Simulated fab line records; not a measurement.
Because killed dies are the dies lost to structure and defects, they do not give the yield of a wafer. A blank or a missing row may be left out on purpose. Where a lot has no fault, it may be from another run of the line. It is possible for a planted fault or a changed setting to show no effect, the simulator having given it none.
8D (eight disciplines) problem report, filled in by code :: flow berkeley_cmos170 :: the parts of the form that need people (team, actions taken, sign-off) are left out

## 1. THE PROBLEM
At UCB170_NVT_SOFTBAKE_02, run_length_s averages 125.44 s over 6 wafers from 2 lots, while fault-free wafers read 89.02 s, standard deviation 0.11. So: +99 or more standard deviations from the usual mean.
The step: time 60 s.
First observed at day 10 08:17: wafer L268.3, on litho_track-03. The record has a number at this step for 42 wafers belonging to 14 lots. Rule for "out", or "out of limits": more than 4 standard deviations from the usual mean. All remaining wafers that have a number are taken as sound.

## 2. WHAT IT IS AND WHAT IT IS NOT
question: which readings at this step
is: run_length_s
is not: -

question: which lots
is: L268, L272
is not: L251, L252, L254, L257, L258, L259, L261, L262, L263, L266, L269, L273

question: which wafers of those lots
is: all that have a number
is not: -

question: read on which tools
is: litho_track-03
is not: litho_track-02, litho_track-04

question: when
is: from day 10 08:17
is not: up to then (30 sound wafers); but 6 sound wafers of L269, L273 came after

## 3. WHAT RULES OUT EACH SUSPECT
Counting: any tool at a process step up to the reading is kept as a suspect provided that every lot that is out went through it and no sound lot did after the first of them.
- litho_track-03 at UCB170_NVT_SOFTBAKE_02 (time 60 s): kept. It processed each lot that is out, first L268 at day 10 08:17, and no sound lot thereafter; up to then, the last sound lot it processed was L266 at day 10 02:01. Out on those wafers are its own readings of run_length_s.
After counting, what remains is litho_track-03 at UCB170_NVT_SOFTBAKE_02.

## 4. THE CAUSE (what the simulator had put in)
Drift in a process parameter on litho_track-03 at UCB170_NVT_SOFTBAKE_02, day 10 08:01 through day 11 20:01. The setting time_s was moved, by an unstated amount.
Only this tool survived the counting.

## 5. SEQUENCE OF EFFECTS, ordered by route
Each row: a reading where the mean over the struck wafers with a number is more than 3 standard deviations away from the usual. Readings are gone through only where the record gives a usual standard deviation; hours: the median, over the lots, of the time from a lot's start at the first step in this table giving one to that lot's start at this step; sigmas: the change measured in usual standard deviations.
hours: 0
step: UCB170_NVT_SOFTBAKE_02
reading: run_length_s
usual: 89.02 s
on struck wafers: 125.44
change: +36.42
sigmas: +99 or more
Here are the process steps it includes:
- UCB170_NVT_SOFTBAKE_02: time 60 s.

## 6. HOW IT WOULD HAVE BEEN CAUGHT EARLIER
In this record the first reading out of limits was taken at day 10 08:17, 0 hours after the fault began at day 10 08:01.
